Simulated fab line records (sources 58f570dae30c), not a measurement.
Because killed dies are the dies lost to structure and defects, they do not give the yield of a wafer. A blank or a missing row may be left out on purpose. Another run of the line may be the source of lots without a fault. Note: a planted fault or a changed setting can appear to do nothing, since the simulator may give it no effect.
Matching of chambers || flow berkeleyCmos170 || rieDiel-01 running UCB170_M2_ETCH_17: 4 sister chambers
The step etches BARC in N2/H2. 14 wafers are shown with their chamber, then 7 later ones without.

## EACH WAFER AND ITS CHAMBER
{"wafer": "L074.2", "chamber": 2, "drypumpMotorCurrentA (A)": 6.5, "throttleValvePct (%)": 13.48, "oesProductAu (a.u.)": 0.986}
{"wafer": "L074.3", "chamber": 0, "drypumpMotorCurrentA (A)": 5.0, "throttleValvePct (%)": 13.51, "oesProductAu (a.u.)": 0.980}
{"wafer": "L074.4", "chamber": 2, "drypumpMotorCurrentA (A)": 6.5, "throttleValvePct (%)": 13.48, "oesProductAu (a.u.)": 0.987}
{"wafer": "L076.2", "chamber": 3, "drypumpMotorCurrentA (A)": 5.5, "throttleValvePct (%)": 13.56, "oesProductAu (a.u.)": 0.993}
{"wafer": "L076.3", "chamber": 0, "drypumpMotorCurrentA (A)": 5.0, "throttleValvePct (%)": 13.51, "oesProductAu (a.u.)": 0.979}
{"wafer": "L076.6", "chamber": 2, "drypumpMotorCurrentA (A)": 6.5, "throttleValvePct (%)": 13.47, "oesProductAu (a.u.)": 0.986}
{"wafer": "L077.2", "chamber": 2, "drypumpMotorCurrentA (A)": 6.5, "throttleValvePct (%)": 13.47, "oesProductAu (a.u.)": 0.978}
{"wafer": "L077.4", "chamber": 0, "drypumpMotorCurrentA (A)": 5.0, "throttleValvePct (%)": 13.51, "oesProductAu (a.u.)": 0.999}
{"wafer": "L077.5", "chamber": 2, "drypumpMotorCurrentA (A)": 6.5, "throttleValvePct (%)": 13.46, "oesProductAu (a.u.)": 0.981}
{"wafer": "L083.2", "chamber": 2, "drypumpMotorCurrentA (A)": 6.5, "throttleValvePct (%)": 13.48, "oesProductAu (a.u.)": 0.992}
{"wafer": "L083.5", "chamber": 3, "drypumpMotorCurrentA (A)": 5.5, "throttleValvePct (%)": 13.57, "oesProductAu (a.u.)": 0.999}
{"wafer": "L083.6", "chamber": 0, "drypumpMotorCurrentA (A)": 5.1, "throttleValvePct (%)": 13.50, "oesProductAu (a.u.)": 0.988}
{"wafer": "L089.2", "chamber": 2, "drypumpMotorCurrentA (A)": 6.5, "throttleValvePct (%)": 13.47, "oesProductAu (a.u.)": 0.983}
{"wafer": "L089.4", "chamber": 1, "drypumpMotorCurrentA (A)": 5.9, "throttleValvePct (%)": 13.32, "oesProductAu (a.u.)": 1.002}

SIGNATURES, as means of the wafers listed above
{"reading": "drypumpMotorCurrentA", "chamber 0": 5.025, "chamber 1": 5.900, "chamber 2": 6.500, "chamber 3": 5.500, "scatter within a chamber": 0.0274}
{"reading": "throttleValvePct", "chamber 0": 13.5075, "chamber 1": 13.3200, "chamber 2": 13.4729, "chamber 3": 13.5650, "scatter within a chamber": 0.00684}
{"reading": "oesProductAu", "chamber 0": 0.98650, "chamber 1": 1.00200, "chamber 2": 0.98471, "chamber 3": 0.99600, "scatter within a chamber": 0.00631}
Rule: distance of a wafer from a chamber = root of the sum over the readings of ((wafer's reading minus chamber's mean) / reading's scatter) squared. The wafer belongs to the nearest chamber; if the next one is less than 2 further off, it can't be placed. The scatter: take each reading less its chamber's mean, square it, sum over the shown wafers, divide by the number of wafers less the number of chambers, and take the root.

## WAFERS WHOSE CHAMBER IS MISSING
{"wafer": "L089.5", "drypumpMotorCurrentA (A)": 5.9, "throttleValvePct (%)": 13.32, "oesProductAu (a.u.)": 0.993}
{"wafer": "L093.2", "drypumpMotorCurrentA (A)": 5.5, "throttleValvePct (%)": 13.58, "oesProductAu (a.u.)": 0.988}
{"wafer": "L093.3", "drypumpMotorCurrentA (A)": 5.0, "throttleValvePct (%)": 13.50, "oesProductAu (a.u.)": 0.988}
{"wafer": "L093.4", "drypumpMotorCurrentA (A)": 5.9, "throttleValvePct (%)": 13.31, "oesProductAu (a.u.)": 0.994}
{"wafer": "L094.1", "drypumpMotorCurrentA (A)": 5.0, "throttleValvePct (%)": 13.51, "oesProductAu (a.u.)": 1.002}
{"wafer": "L094.4", "drypumpMotorCurrentA (A)": 5.5, "throttleValvePct (%)": 13.57, "oesProductAu (a.u.)": 0.992}
{"wafer": "L094.5", "drypumpMotorCurrentA (A)": 5.0, "throttleValvePct (%)": 13.51, "oesProductAu (a.u.)": 0.994}

## WHICH CHAMBER EACH ONE RAN IN
{"wafer": "L089.5", "from the rows above": 1, "in truth": 1}
{"wafer": "L093.2", "from the rows above": 3, "in truth": 3}
{"wafer": "L093.3", "from the rows above": 0, "in truth": 0}
{"wafer": "L093.4", "from the rows above": 1, "in truth": 1}
{"wafer": "L094.1", "from the rows above": 0, "in truth": 0}
{"wafer": "L094.4", "from the rows above": 3, "in truth": 3}
{"wafer": "L094.5", "from the rows above": 0, "in truth": 0}
7 of 7 placed correctly. Not placeable from these rows: 0. Number placed wrongly: 0.
